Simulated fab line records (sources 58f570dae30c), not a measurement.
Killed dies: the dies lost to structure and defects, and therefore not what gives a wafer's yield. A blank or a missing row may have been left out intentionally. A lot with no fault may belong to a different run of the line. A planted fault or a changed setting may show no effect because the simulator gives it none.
Split-lot study || flow berkeleyCmos170 || route with 331 steps; 5 lots, 23 wafers read

== SPLIT DETAILS ==
At UCB170_SDANNEAL_RTA_01 (time 5 s), the setting timeS was moved away from the recipe's 5 s on 6 of the 23 wafers read, by -9.1% to +13.6%. The other wafers ran this setting at the recipe's value.

== BETWEEN THE SPLIT AND THE READING: the file shows 1 step in between ==
- UCB170_SDANNEAL_RS_MEAS_02: measures by four-point-probe

== THE READING ==
NSD_RS in ohm/sq, measured at UCB170_SDANNEAL_RS_MEAS_03 by four-point-probe. A value of 37.25 ohm/sq with a standard deviation of 0.092 ohm/sq is what fault-free wafers of this fab line usually give.

{"wafer": "L074.1", "tool, chamber at the split": "rtpAnneal-01, 0", "timeS as run, s": 5, "against the recipe": "recipe", "NSD_RS, ohm/sq": 37.13, "against lot-mates on the recipe": "-"}
{"wafer": "L074.3", "tool, chamber at the split": "rtpAnneal-01, 0", "timeS as run, s": 5, "against the recipe": "recipe", "NSD_RS, ohm/sq": 37.20, "against lot-mates on the recipe": "-"}
{"wafer": "L074.4", "tool, chamber at the split": "rtpAnneal-01, 0", "timeS as run, s": 5, "against the recipe": "recipe", "NSD_RS, ohm/sq": 37.16, "against lot-mates on the recipe": "-"}
{"wafer": "L074.5", "tool, chamber at the split": "rtpAnneal-01, 0", "timeS as run, s": 5, "against the recipe": "recipe", "NSD_RS, ohm/sq": 37.18, "against lot-mates on the recipe": "-"}
{"wafer": "L074.6", "tool, chamber at the split": "rtpAnneal-01, 0", "timeS as run, s": 5, "against the recipe": "recipe", "NSD_RS, ohm/sq": 37.24, "against lot-mates on the recipe": "-"}
{"wafer": "L076.1", "tool, chamber at the split": "rtpAnneal-01, 0", "timeS as run, s": 5.625, "against the recipe": "+12.5%", "NSD_RS, ohm/sq": 36.91, "against lot-mates on the recipe": -0.38}
{"wafer": "L076.2", "tool, chamber at the split": "rtpAnneal-01, 0", "timeS as run, s": 5, "against the recipe": "recipe", "NSD_RS, ohm/sq": 37.28, "against lot-mates on the recipe": "-"}
{"wafer": "L076.4", "tool, chamber at the split": "rtpAnneal-01, 0", "timeS as run, s": 5, "against the recipe": "recipe", "NSD_RS, ohm/sq": 37.28, "against lot-mates on the recipe": "-"}
{"wafer": "L076.5", "tool, chamber at the split": "rtpAnneal-01, 0", "timeS as run, s": 5, "against the recipe": "recipe", "NSD_RS, ohm/sq": 37.30, "against lot-mates on the recipe": "-"}
{"wafer": "L076.6", "tool, chamber at the split": "rtpAnneal-01, 0", "timeS as run, s": 5.625, "against the recipe": "+12.5%", "NSD_RS, ohm/sq": 36.95, "against lot-mates on the recipe": -0.34}
{"wafer": "L077.1", "tool, chamber at the split": "rtpAnneal-02, 0", "timeS as run, s": 5, "against the recipe": "recipe", "NSD_RS, ohm/sq": 37.38, "against lot-mates on the recipe": "-"}
{"wafer": "L077.3", "tool, chamber at the split": "rtpAnneal-02, 0", "timeS as run, s": 5.679, "against the recipe": "+13.6%", "NSD_RS, ohm/sq": 36.88, "against lot-mates on the recipe": -0.45}
{"wafer": "L077.4", "tool, chamber at the split": "rtpAnneal-02, 0", "timeS as run, s": 5, "against the recipe": "recipe", "NSD_RS, ohm/sq": 37.28, "against lot-mates on the recipe": "-"}
{"wafer": "L077.5", "tool, chamber at the split": "rtpAnneal-02, 0", "timeS as run, s": 5, "against the recipe": "recipe", "NSD_RS, ohm/sq": 37.32, "against lot-mates on the recipe": "-"}
{"wafer": "L077.6", "tool, chamber at the split": "rtpAnneal-02, 0", "timeS as run, s": 5.679, "against the recipe": "+13.6%", "NSD_RS, ohm/sq": 36.97, "against lot-mates on the recipe": -0.36}
{"wafer": "L080.1", "tool, chamber at the split": "rtpAnneal-02, 0", "timeS as run, s": 5, "against the recipe": "recipe", "NSD_RS, ohm/sq": 37.41, "against lot-mates on the recipe": "-"}
{"wafer": "L080.2", "tool, chamber at the split": "rtpAnneal-02, 0", "timeS as run, s": 4.543, "against the recipe": "-9.1%", "NSD_RS, ohm/sq": 37.53, "against lot-mates on the recipe": "+0.18"}
{"wafer": "L080.4", "tool, chamber at the split": "rtpAnneal-02, 0", "timeS as run, s": 5, "against the recipe": "recipe", "NSD_RS, ohm/sq": 37.37, "against lot-mates on the recipe": "-"}
{"wafer": "L080.5", "tool, chamber at the split": "rtpAnneal-02, 0", "timeS as run, s": 4.543, "against the recipe": "-9.1%", "NSD_RS, ohm/sq": 37.65, "against lot-mates on the recipe": "+0.30"}
{"wafer": "L080.6", "tool, chamber at the split": "rtpAnneal-02, 0", "timeS as run, s": 5, "against the recipe": "recipe", "NSD_RS, ohm/sq": 37.26, "against lot-mates on the recipe": "-"}
{"wafer": "L085.1", "tool, chamber at the split": "rtpAnneal-02, 0", "timeS as run, s": 5, "against the recipe": "recipe", "NSD_RS, ohm/sq": 37.24, "against lot-mates on the recipe": "-"}
{"wafer": "L085.4", "tool, chamber at the split": "rtpAnneal-02, 0", "timeS as run, s": 5, "against the recipe": "recipe", "NSD_RS, ohm/sq": 37.38, "against lot-mates on the recipe": "-"}
{"wafer": "L085.5", "tool, chamber at the split": "rtpAnneal-02, 0", "timeS as run, s": 5, "against the recipe": "recipe", "NSD_RS, ohm/sq": 37.21, "against lot-mates on the recipe": "-"}

THE FIT
A straight line over all 23 wafers: NSD_RS changes by -0.0284 ohm/sq for each +1% of timeS; r = -0.91; the points scatter about the line by 0.078 ohm/sq.
The same after taking each lot's own level away (the mean of its wafers on the recipe; 23 wafers): -0.0285 ohm/sq for each +1%; r = -0.96; scatter 0.051 ohm/sq.
Per that fit: largest timeS move, reading shift of 0.39 ohm/sq.
The lots' own levels span 37.182 to 37.347 ohm/sq, that is 1.8 times the standard deviation above.
So the lot-to-lot level changes the slope little: the two slopes agree.
Check: with one of the wafers moved furthest among these (+13.6%) left out of the fit, the line predicts -0.373 ohm/sq for it against its lot-mates. It came out at -0.447 ohm/sq against them.

== THE WHOLE CHAIN: every reading that the file lists as answering this split, in the file's order ==
{"step": "UCB170_SDANNEAL_RS_MEAS_02", "what it does": "measures by four-point-probe", "reading": "PSD_RS", "change (the file's fit)": "-0.166 for each +1% of the setting", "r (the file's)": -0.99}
{"step": "UCB170_SDANNEAL_RS_MEAS_03", "what it does": "measures by four-point-probe", "reading": "NSD_RS", "change (the file's fit)": "-0.0285 for each +1% of the setting", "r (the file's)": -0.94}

== FILE'S OWN FIT ==
NSD_RS changes by -0.0285 ohm/sq for each +1% of timeS, r = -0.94.
